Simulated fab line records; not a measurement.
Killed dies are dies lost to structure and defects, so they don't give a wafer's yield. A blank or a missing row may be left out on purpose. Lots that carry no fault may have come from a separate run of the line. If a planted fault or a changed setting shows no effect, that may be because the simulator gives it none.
Which tool is to blame? || flow ritCmos || 45 wafers from 15 lots sampled at 2 of the route's 202 steps

== WHAT THE GAUGES SHOWED, per wafer ==
The record lacks any reading of a measuring or inspecting step that a usual standard deviation could be used to judge.

== TOOL THAT RAN EACH LOT (tool first, then ch and the chambers of the sampled wafers, then the start) ==
{"lot": "L404", "RIT_CONTACT_CLEAN_14": "wetBench-03 ch 3, day 3 06:21", "RIT_M1_PROBE_99": "prober-01, day 3 10:47"}
{"lot": "L405", "RIT_CONTACT_CLEAN_14": "wetBench-02 ch 2, day 3 08:55", "RIT_M1_PROBE_99": "prober-02, day 3 13:26"}
{"lot": "L406", "RIT_CONTACT_CLEAN_14": "wetBench-03 ch 1, day 3 16:14", "RIT_M1_PROBE_99": "prober-01, day 3 20:32"}
{"lot": "L407", "RIT_CONTACT_CLEAN_14": "wetBench-03 ch 1, day 3 20:24", "RIT_M1_PROBE_99": "prober-02, day 4 00:58"}
{"lot": "L408", "RIT_CONTACT_CLEAN_14": "wetBench-01 ch 2, day 4 02:43", "RIT_M1_PROBE_99": "prober-01, day 4 06:58"}
{"lot": "L409", "RIT_CONTACT_CLEAN_14": "wetBench-03 ch 2, day 4 06:16", "RIT_M1_PROBE_99": "prober-01, day 4 10:28"}
{"lot": "L410", "RIT_CONTACT_CLEAN_14": "wetBench-03 ch 0, day 4 09:49", "RIT_M1_PROBE_99": "prober-02, day 4 14:00"}
{"lot": "L415", "RIT_CONTACT_CLEAN_14": "wetBench-03 ch 1, day 5 11:29", "RIT_M1_PROBE_99": "prober-01, day 5 15:44"}
{"lot": "L416", "RIT_CONTACT_CLEAN_14": "wetBench-03 ch 3, day 5 16:38", "RIT_M1_PROBE_99": "prober-02, day 5 20:50"}
{"lot": "L418", "RIT_CONTACT_CLEAN_14": "wetBench-03 ch 0, day 6 03:04", "RIT_M1_PROBE_99": "prober-02, day 6 08:37"}
{"lot": "L419", "RIT_CONTACT_CLEAN_14": "wetBench-02 ch 3, day 6 07:12", "RIT_M1_PROBE_99": "prober-01, day 6 12:37"}
{"lot": "L420", "RIT_CONTACT_CLEAN_14": "wetBench-01 ch 0, day 6 12:25", "RIT_M1_PROBE_99": "prober-02, day 6 19:22"}
{"lot": "L422", "RIT_CONTACT_CLEAN_14": "wetBench-02 ch 0, day 6 23:07", "RIT_M1_PROBE_99": "prober-02, day 7 03:55"}
{"lot": "L423", "RIT_CONTACT_CLEAN_14": "wetBench-02 ch 1, day 7 03:49", "RIT_M1_PROBE_99": "prober-01, day 7 08:55"}
{"lot": "L425", "RIT_CONTACT_CLEAN_14": "wetBench-02 ch 2, day 7 15:31", "RIT_M1_PROBE_99": "prober-01, day 7 19:46"}
- RIT_CONTACT_CLEAN_14: cleans in SC2, time 600 s.
- RIT_M1_PROBE_99

== AS READ BY THE TOOLS THEMSELVES (means over the sampled wafers that have a number; for cases with no such wafer, the mark the record gives instead) ==
RIT_CONTACT_CLEAN_14. Usual: 16.6 % for bathHeatDutyPct, sd 1.1.
{"lot": "L404", "tool": "wetBench-03", "bathHeatDutyPct (%)": 16.9, "flag": ""}
{"lot": "L405", "tool": "wetBench-02", "bathHeatDutyPct (%)": 16.9, "flag": ""}
{"lot": "L406", "tool": "wetBench-03", "bathHeatDutyPct (%)": 16.5, "flag": ""}
{"lot": "L407", "tool": "wetBench-03", "bathHeatDutyPct (%)": 16.1, "flag": ""}
{"lot": "L408", "tool": "wetBench-01", "bathHeatDutyPct (%)": 14.9, "flag": ""}
{"lot": "L409", "tool": "wetBench-03", "bathHeatDutyPct (%)": 16.9, "flag": ""}
{"lot": "L410", "tool": "wetBench-03", "bathHeatDutyPct (%)": 18.3, "flag": ""}
{"lot": "L415", "tool": "wetBench-03", "bathHeatDutyPct (%)": 16.8, "flag": ""}
{"lot": "L416", "tool": "wetBench-03", "bathHeatDutyPct (%)": 16.5, "flag": ""}
{"lot": "L418", "tool": "wetBench-03", "bathHeatDutyPct (%)": 16.9, "flag": ""}
{"lot": "L419", "tool": "wetBench-02", "bathHeatDutyPct (%)": 16.1, "flag": ""}
{"lot": "L420", "tool": "wetBench-01", "bathHeatDutyPct (%)": 15.7, "flag": ""}
{"lot": "L422", "tool": "wetBench-02", "bathHeatDutyPct (%)": 16.7, "flag": ""}
{"lot": "L423", "tool": "wetBench-02", "bathHeatDutyPct (%)": 17.9, "flag": ""}
{"lot": "L425", "tool": "wetBench-02", "bathHeatDutyPct (%)": 16.7, "flag": ""}

RIT_M1_PROBE_99. Usual: killedAtContacts 0.1, standard deviation 0.24; killedAtFrontEnd 7, standard deviation 3; killedDies 7, standard deviation 3; killedOnRim 1.9, standard deviation 1.4; killedOpen 3.2, standard deviation 1.8; killedShort 3.5, standard deviation 2.1.
{"lot": "L404", "tool": "prober-01", "killedAtContacts": 0.3, "killedAtFrontEnd": 8, "killedDies": 8, "killedOnRim": 2.3, "killedOpen": 3.7, "killedShort": 4.3, "flag": ""}
{"lot": "L405", "tool": "prober-02", "killedAtContacts": 0.0, "killedAtFrontEnd": 7, "killedDies": 7, "killedOnRim": 2.0, "killedOpen": 3.0, "killedShort": 4.3, "flag": ""}
{"lot": "L406", "tool": "prober-01", "killedAtContacts": 0.0, "killedAtFrontEnd": 3, "killedDies": 3, "killedOnRim": 1.3, "killedOpen": 1.3, "killedShort": 2.0, "flag": ""}
{"lot": "L407", "tool": "prober-02", "killedAtContacts": 0.3, "killedAtFrontEnd": 7, "killedDies": 7, "killedOnRim": 2.3, "killedOpen": 3.7, "killedShort": 3.7, "flag": ""}
{"lot": "L408", "tool": "prober-01", "killedAtContacts": 0.0, "killedAtFrontEnd": 7, "killedDies": 7, "killedOnRim": 3.3, "killedOpen": 5.0, "killedShort": 2.3, "flag": ""}
{"lot": "L409", "tool": "prober-01", "killedAtContacts": 0.0, "killedAtFrontEnd": 6, "killedDies": 6, "killedOnRim": 2.7, "killedOpen": 2.3, "killedShort": 3.3, "flag": ""}
{"lot": "L410", "tool": "prober-02", "killedAtContacts": 0.0, "killedAtFrontEnd": 7, "killedDies": 7, "killedOnRim": 2.0, "killedOpen": 3.7, "killedShort": 3.7, "flag": ""}
{"lot": "L415", "tool": "prober-01", "killedAtContacts": 11.7, "killedAtFrontEnd": 5, "killedDies": 16, "killedOnRim": 9.3, "killedOpen": 2.0, "killedShort": 2.7, "flag": "OFF"}
{"lot": "L416", "tool": "prober-02", "killedAtContacts": 23.3, "killedAtFrontEnd": 11, "killedDies": 34, "killedOnRim": 10.7, "killedOpen": 4.7, "killedShort": 6.7, "flag": "OFF"}
{"lot": "L418", "tool": "prober-02", "killedAtContacts": 22.7, "killedAtFrontEnd": 6, "killedDies": 28, "killedOnRim": 1.7, "killedOpen": 2.7, "killedShort": 3.0, "flag": "OFF"}
{"lot": "L419", "tool": "prober-01", "killedAtContacts": 0.0, "killedAtFrontEnd": 7, "killedDies": 7, "killedOnRim": 1.7, "killedOpen": 2.7, "killedShort": 4.3, "flag": ""}
{"lot": "L420", "tool": "prober-02", "killedAtContacts": 0.3, "killedAtFrontEnd": 6, "killedDies": 7, "killedOnRim": 2.3, "killedOpen": 2.3, "killedShort": 4.3, "flag": ""}
{"lot": "L422", "tool": "prober-02", "killedAtContacts": 0.0, "killedAtFrontEnd": 8, "killedDies": 8, "killedOnRim": 3.0, "killedOpen": 3.7, "killedShort": 4.3, "flag": ""}
{"lot": "L423", "tool": "prober-01", "killedAtContacts": 0.0, "killedAtFrontEnd": 6, "killedDies": 6, "killedOnRim": 1.0, "killedOpen": 2.3, "killedShort": 3.7, "flag": ""}
{"lot": "L425", "tool": "prober-01", "killedAtContacts": 0.3, "killedAtFrontEnd": 5, "killedDies": 6, "killedOnRim": 1.3, "killedOpen": 3.0, "killedShort": 2.7, "flag": ""}

== THE ANSWER, worked out from the rows above alone ==
Rule: take the mean of a lot's wafers that have a number; if it is more than 3 standard deviations from the usual mean, the lot is off. A lot without any number at a reading at which 4 lots or more have one is off too. The other lots that the step has rows for count as sound. After the gauges, taken in route order, come the tools' own readings; for these a lot's mean is taken, as printed above. At the first step where some lot is off, the reading lying furthest off is the one used; lots without a number count as furthest.
Off, at RIT_M1_PROBE_99 on killedAtContacts: L415, L416, L418.
If a tool, at that step or one of the process steps before it, ran each lot that is off and ran no sound lot following the first of them, it fits. One fits: wetBench-03 at RIT_CONTACT_CLEAN_14. Its last sound lot is L410 (day 4 09:49), its first lot that is off L415 (day 5 11:29): a fault that began between those two fits.

== WHAT HAD BEEN PUT IN BY THE SIMULATOR ==
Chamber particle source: wetBench-03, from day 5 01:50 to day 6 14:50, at RIT_CONTACT_CLEAN_14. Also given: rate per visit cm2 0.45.
Shown lots that were struck: L415, L416, L418. The rule given above showed the same thing.
